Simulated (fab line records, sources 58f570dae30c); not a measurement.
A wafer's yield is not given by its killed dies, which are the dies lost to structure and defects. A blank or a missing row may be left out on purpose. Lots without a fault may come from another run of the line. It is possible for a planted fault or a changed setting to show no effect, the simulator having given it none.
Split-lot experiment || flow berkeley_cmos170 || 5 lots, 23 wafers read, on a route of 331 steps

== ABOUT THE SPLIT ==
At UCB170_ACTIVE_COAT_08 (resist thk 900 nm), the setting resist_thk_nm was moved away from the recipe's 900 nm on 8 of the 23 wafers read, by -3.4% to +5.0%. This setting was run at the recipe's value on the other wafers.

No step appears in the file between the split and the reading.

== THE READING ==
KrF_of_ACTIVE_COAT_08.thk_nm (the simulator's own value, which no gauge read), in nm, at UCB170_ACTIVE_ETCH_15 (etches Si3N4 in CH3F/Ar/O2, stops on SiO2, target depth 242 nm, time 151 s). The file gives no usual value for it. The 15 wafers here that ran the recipe average 724.4 nm, standard deviation 9.7 nm.

{"wafer": "L076.1", "tool, chamber at the split": "litho_track-01, 0", "resist_thk_nm as run, nm": 900, "against the recipe": "recipe", "KrF_of_ACTIVE_COAT_08.thk_nm, nm": 723.5, "against lot-mates on the recipe": "-"}
{"wafer": "L076.5", "tool, chamber at the split": "litho_track-01, 0", "resist_thk_nm as run, nm": 900, "against the recipe": "recipe", "KrF_of_ACTIVE_COAT_08.thk_nm, nm": 731, "against lot-mates on the recipe": "-"}
{"wafer": "L076.6", "tool, chamber at the split": "litho_track-01, 0", "resist_thk_nm as run, nm": 900, "against the recipe": "recipe", "KrF_of_ACTIVE_COAT_08.thk_nm, nm": 729.5, "against lot-mates on the recipe": "-"}
{"wafer": "L080.1", "tool, chamber at the split": "litho_track-03, 0", "resist_thk_nm as run, nm": 900, "against the recipe": "recipe", "KrF_of_ACTIVE_COAT_08.thk_nm, nm": 719.7, "against lot-mates on the recipe": "-"}
{"wafer": "L080.2", "tool, chamber at the split": "litho_track-03, 0", "resist_thk_nm as run, nm": 900, "against the recipe": "recipe", "KrF_of_ACTIVE_COAT_08.thk_nm, nm": 734.2, "against lot-mates on the recipe": "-"}
{"wafer": "L080.3", "tool, chamber at the split": "litho_track-03, 0", "resist_thk_nm as run, nm": 918.5, "against the recipe": "+2.1%", "KrF_of_ACTIVE_COAT_08.thk_nm, nm": 740.6, "against lot-mates on the recipe": "+11.9"}
{"wafer": "L080.4", "tool, chamber at the split": "litho_track-03, 0", "resist_thk_nm as run, nm": 918.5, "against the recipe": "+2.1%", "KrF_of_ACTIVE_COAT_08.thk_nm, nm": 748.8, "against lot-mates on the recipe": "+20.1"}
{"wafer": "L080.5", "tool, chamber at the split": "litho_track-03, 0", "resist_thk_nm as run, nm": 900, "against the recipe": "recipe", "KrF_of_ACTIVE_COAT_08.thk_nm, nm": 732.2, "against lot-mates on the recipe": "-"}
{"wafer": "L081.2", "tool, chamber at the split": "litho_track-01, 0", "resist_thk_nm as run, nm": 869.1, "against the recipe": "-3.4%", "KrF_of_ACTIVE_COAT_08.thk_nm, nm": 688, "against lot-mates on the recipe": -45.9}
{"wafer": "L081.3", "tool, chamber at the split": "litho_track-01, 0", "resist_thk_nm as run, nm": 900, "against the recipe": "recipe", "KrF_of_ACTIVE_COAT_08.thk_nm, nm": 722.9, "against lot-mates on the recipe": "-"}
{"wafer": "L081.4", "tool, chamber at the split": "litho_track-01, 0", "resist_thk_nm as run, nm": 869.1, "against the recipe": "-3.4%", "KrF_of_ACTIVE_COAT_08.thk_nm, nm": 716.3, "against lot-mates on the recipe": -17.6}
{"wafer": "L081.5", "tool, chamber at the split": "litho_track-01, 0", "resist_thk_nm as run, nm": 900, "against the recipe": "recipe", "KrF_of_ACTIVE_COAT_08.thk_nm, nm": 744.9, "against lot-mates on the recipe": "-"}
{"wafer": "L081.6", "tool, chamber at the split": "litho_track-01, 0", "resist_thk_nm as run, nm": 869.1, "against the recipe": "-3.4%", "KrF_of_ACTIVE_COAT_08.thk_nm, nm": 714.3, "against lot-mates on the recipe": -19.6}
{"wafer": "L082.1", "tool, chamber at the split": "litho_track-03, 0", "resist_thk_nm as run, nm": 900, "against the recipe": "recipe", "KrF_of_ACTIVE_COAT_08.thk_nm, nm": 723.3, "against lot-mates on the recipe": "-"}
{"wafer": "L082.2", "tool, chamber at the split": "litho_track-03, 0", "resist_thk_nm as run, nm": 900, "against the recipe": "recipe", "KrF_of_ACTIVE_COAT_08.thk_nm, nm": 722.9, "against lot-mates on the recipe": "-"}
{"wafer": "L082.4", "tool, chamber at the split": "litho_track-03, 0", "resist_thk_nm as run, nm": 900, "against the recipe": "recipe", "KrF_of_ACTIVE_COAT_08.thk_nm, nm": 721.1, "against lot-mates on the recipe": "-"}
{"wafer": "L082.5", "tool, chamber at the split": "litho_track-03, 0", "resist_thk_nm as run, nm": 900, "against the recipe": "recipe", "KrF_of_ACTIVE_COAT_08.thk_nm, nm": 706.5, "against lot-mates on the recipe": "-"}
{"wafer": "L082.6", "tool, chamber at the split": "litho_track-03, 0", "resist_thk_nm as run, nm": 900, "against the recipe": "recipe", "KrF_of_ACTIVE_COAT_08.thk_nm, nm": 704.3, "against lot-mates on the recipe": "-"}
{"wafer": "L085.1", "tool, chamber at the split": "litho_track-03, 0", "resist_thk_nm as run, nm": 944.6, "against the recipe": "+5.0%", "KrF_of_ACTIVE_COAT_08.thk_nm, nm": 788.3, "against lot-mates on the recipe": "+63.5"}
{"wafer": "L085.2", "tool, chamber at the split": "litho_track-03, 0", "resist_thk_nm as run, nm": 944.6, "against the recipe": "+5.0%", "KrF_of_ACTIVE_COAT_08.thk_nm, nm": 785.6, "against lot-mates on the recipe": "+60.9"}
{"wafer": "L085.4", "tool, chamber at the split": "litho_track-03, 0", "resist_thk_nm as run, nm": 900, "against the recipe": "recipe", "KrF_of_ACTIVE_COAT_08.thk_nm, nm": 723.4, "against lot-mates on the recipe": "-"}
{"wafer": "L085.5", "tool, chamber at the split": "litho_track-03, 0", "resist_thk_nm as run, nm": 944.6, "against the recipe": "+5.0%", "KrF_of_ACTIVE_COAT_08.thk_nm, nm": 773.2, "against lot-mates on the recipe": "+48.5"}
{"wafer": "L085.6", "tool, chamber at the split": "litho_track-03, 0", "resist_thk_nm as run, nm": 900, "against the recipe": "recipe", "KrF_of_ACTIVE_COAT_08.thk_nm, nm": 726.1, "against lot-mates on the recipe": "-"}

FIT RESULTS
A straight line over all 23 wafers: KrF_of_ACTIVE_COAT_08.thk_nm changes by +9.39 nm for each +1% of resist_thk_nm; r = +0.88; the points scatter about the line by 12 nm.
The same after taking each lot's own level away (the mean of its wafers on the recipe; 23 wafers): +10.2 nm for each +1%; r = +0.93; scatter 9.1 nm.
That fit puts the effect of the largest move of resist_thk_nm on the reading at 50 nm.
From 715.62 to 733.90 nm: that is the span of the lots' own levels, equal to 1.9 times the standard deviation above.
So the lot-to-lot level changes the slope little: the two slopes agree.
Check: for one of the wafers moved furthest among these (+5.0%), held out of the fit, the line's prediction against its lot-mates is +48.4 nm. Against them it came out at +63.5 nm.

== THESE WAFERS: OTHER SPLITS ==
Other splits were also applied to these wafers ahead of the reading. Each is held against what the fit with the lots' levels taken away leaves over:
{"other split on the same wafers": "UCB170_ZERO_COAT_01 resist_thk_nm", "wafers away from the commonest value": 6, "r with KrF_of_ACTIVE_COAT_08.thk_nm (lot level and that fit taken away)": "+0.02"}
{"other split on the same wafers": "UCB170_NWELL_CVD_04 pressure_mtorr", "wafers away from the commonest value": 18, "r with KrF_of_ACTIVE_COAT_08.thk_nm (lot level and that fit taken away)": "+0.10"}
{"other split on the same wafers": "UCB170_NWELL_IMPLANT_14 energy_kev", "wafers away from the commonest value": 7, "r with KrF_of_ACTIVE_COAT_08.thk_nm (lot level and that fit taken away)": -0.02}

== THE WHOLE CHAIN: every reading that the file lists as answering this split, in the file's order ==
{"step": "UCB170_ACTIVE_COAT_08", "what it does": "resist thk 900 nm", "reading": "KrF_of_ACTIVE_COAT_08.thk_nm (the simulator's own value, which no gauge read)", "change (the file's fit)": "+9.44 nm for each +1% of the setting", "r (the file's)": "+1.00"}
{"step": "UCB170_ACTIVE_ETCH_15", "what it does": "etches Si3N4 in CH3F/Ar/O2, stops on SiO2, target depth 242 nm, time 151 s", "reading": "KrF_of_ACTIVE_COAT_08.thk_nm (the simulator's own value, which no gauge read)", "change (the file's fit)": "+10.2 nm for each +1% of the setting", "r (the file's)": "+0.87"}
{"step": "UCB170_ACTIVE_STRIP_16", "what it does": "strips in O2", "reading": "strip_time_to_endpoint_s", "change (the file's fit)": "withheld for each +1% of the setting", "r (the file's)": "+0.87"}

== THE FILE'S OWN FIT ==
KrF_of_ACTIVE_COAT_08.thk_nm changes by +10.2 nm for each +1% of resist_thk_nm, r = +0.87.
